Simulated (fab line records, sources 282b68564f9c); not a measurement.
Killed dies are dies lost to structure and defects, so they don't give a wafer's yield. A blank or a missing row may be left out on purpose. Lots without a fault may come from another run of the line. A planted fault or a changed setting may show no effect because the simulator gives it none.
Which tool did it? | flow rit_cmos | 14 lots, 42 wafers sampled, at 2 steps of a route of 202

WHAT THE GAUGES READ, wafer by wafer
RIT_GATE_THK_MEAS_09.
lot  | measured    | on            | GATE_POLY_THK (nm)
L180 | day 2 13:37 | film_metro-04 | 244.0 245.0 245.1
L181 | day 2 15:59 | film_metro-01 | 240.5 241.7 240.2
L184 | day 3 07:57 | film_metro-01 | 246.0 246.0 245.4
L185 | day 3 14:35 | film_metro-03 | 243.3 245.1 244.1
L186 | day 3 19:08 | film_metro-01 | 240.7 243.3 241.1
L188 | day 4 04:19 | film_metro-01 | 238.8 240.5 240.6
L190 | day 4 15:56 | film_metro-01 | 246.8 245.6 246.0
L191 | day 4 18:47 | film_metro-04 | 242.8 241.9 244.6
L192 | day 4 23:58 | film_metro-01 | 243.6 245.6 243.5
L193 | day 5 05:53 | film_metro-04 | 244.3 246.9 244.3
L194 | day 5 10:25 | film_metro-03 | 242.2 242.7 246.2
L198 | day 6 06:52 | film_metro-01 | 120.4 119.9 119.1
L202 | day 7 02:20 | film_metro-01 | 120.1 121.9 119.7
L203 | day 7 06:40 | film_metro-03 | 242.3 239.6 239.2

WHICH TOOL RAN EACH LOT (tool, then ch and the chambers of the sampled wafers, then the start)
lot  | RIT_GATE_CVD_08
L180 | lpcvd-02 ch 0, day 2 11:10
L181 | lpcvd-01 ch 0, day 2 14:21
L184 | lpcvd-01 ch 1, day 3 06:18
L185 | lpcvd-02 ch 1, day 3 12:09
L186 | lpcvd-02 ch 0, day 3 16:42
L188 | lpcvd-01 ch 0, day 4 01:53
L190 | lpcvd-02 ch 0, day 4 13:31
L191 | lpcvd-02 ch 0, day 4 16:22
L192 | lpcvd-01 ch 1, day 4 22:20
L193 | lpcvd-02 ch 1, day 5 03:28
L194 | lpcvd-01 ch 0, day 5 07:58
L198 | lpcvd-01 ch 0, day 6 05:14
L202 | lpcvd-01 ch 0, day 7 00:41
L203 | lpcvd-02 ch 1, day 7 05:02
- RIT_GATE_CVD_08: deposits poly-Si from SiH4, target thk 250 nm, time 2157 s.

WHAT THE TOOLS THEMSELVES READ (means of the sampled wafers that have a number; where no wafer has one, the mark that the record gives instead)
RIT_GATE_CVD_08.
lot  | tool     | sih4_flow_sccm (sccm) | spike_tc_centre_C (C) | spike_tc_load_C (C)
L180 | lpcvd-02 | 99.67                 | 609.9                 | 629.2
L181 | lpcvd-01 | 99.90                 | 612.9                 | 626.8
L184 | lpcvd-01 | 100.27                | 611.1                 | 630.9
L185 | lpcvd-02 | 100.19                | 612.8                 | 630.0
L186 | lpcvd-02 | 100.15                | 611.2                 | 629.8
L188 | lpcvd-01 | 100.17                | 613.0                 | 627.8
L190 | lpcvd-02 | 99.97                 | 610.4                 | 629.5
L191 | lpcvd-02 | 100.00                | 609.9                 | 630.4
L192 | lpcvd-01 | 100.12                | 611.3                 | 630.4
L193 | lpcvd-02 | 99.88                 | 611.9                 | 631.4
L194 | lpcvd-01 | 100.16                | 612.1                 | 628.1
L198 | lpcvd-01 | 49.77                 | 612.7                 | 626.9
L202 | lpcvd-01 | 49.93                 | 612.1                 | 626.6
L203 | lpcvd-02 | 99.93                 | 611.5                 | 629.6

THE ANSWER, worked out from the rows above alone
Rule: what is usual is taken from the lots themselves. Put in order of their means at a reading, lots are off if they are a third of the lots or fewer, leave a main group of 4 or more, and stand apart from it by a gap of 3 or more times the standard deviation of the main group's means; of several such gaps the widest counts. A main group whose means are all the same, to the digits that the tables above print for the reading, isn't used. A lot without any number at a reading at which 4 lots or more have one is off too. The other lots that the step has rows for count as sound. The gauges are gone through in route order, then the tools' own readings, and for those a lot's mean is taken as printed above. The first step at which some lot is off is used, and at that step the reading that is off furthest; a lot without a number counts as furthest.
Off: L198, L202, at RIT_GATE_THK_MEAS_09 (GATE_POLY_THK). The main group: mean 243.3 nm, standard deviation 2.
A tool fits if, at a process step before that reading, it ran every lot that is off, and no sound lot after the first of them. The gauges at RIT_GATE_THK_MEAS_09 aren't tried: what is off there is off at RIT_GATE_CVD_08 too, on other tools, and a gauge's error can't cause that. One fits: lpcvd-01 at RIT_GATE_CVD_08. Its last sound lot is L194 (day 5 07:58), its first lot that is off L198 (day 6 05:14): a fault that began between those two fits.
The tool's own readings at RIT_GATE_CVD_08 bear it out: on the lots that are off they differ by more than 5 times the standard deviation of the sound lots' means. sih4_flow_sccm reads 49.85 sccm there against 100.03 sccm on the sound lots.

WHAT THE SIMULATOR HAD PUT IN
Process parameter drift: lpcvd-01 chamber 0, from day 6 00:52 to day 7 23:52, at RIT_GATE_CVD_08. Setting sih4_flow_sccm, moved by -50, from 100.
Lots struck among those shown: L198, L202. The rule above found the same.
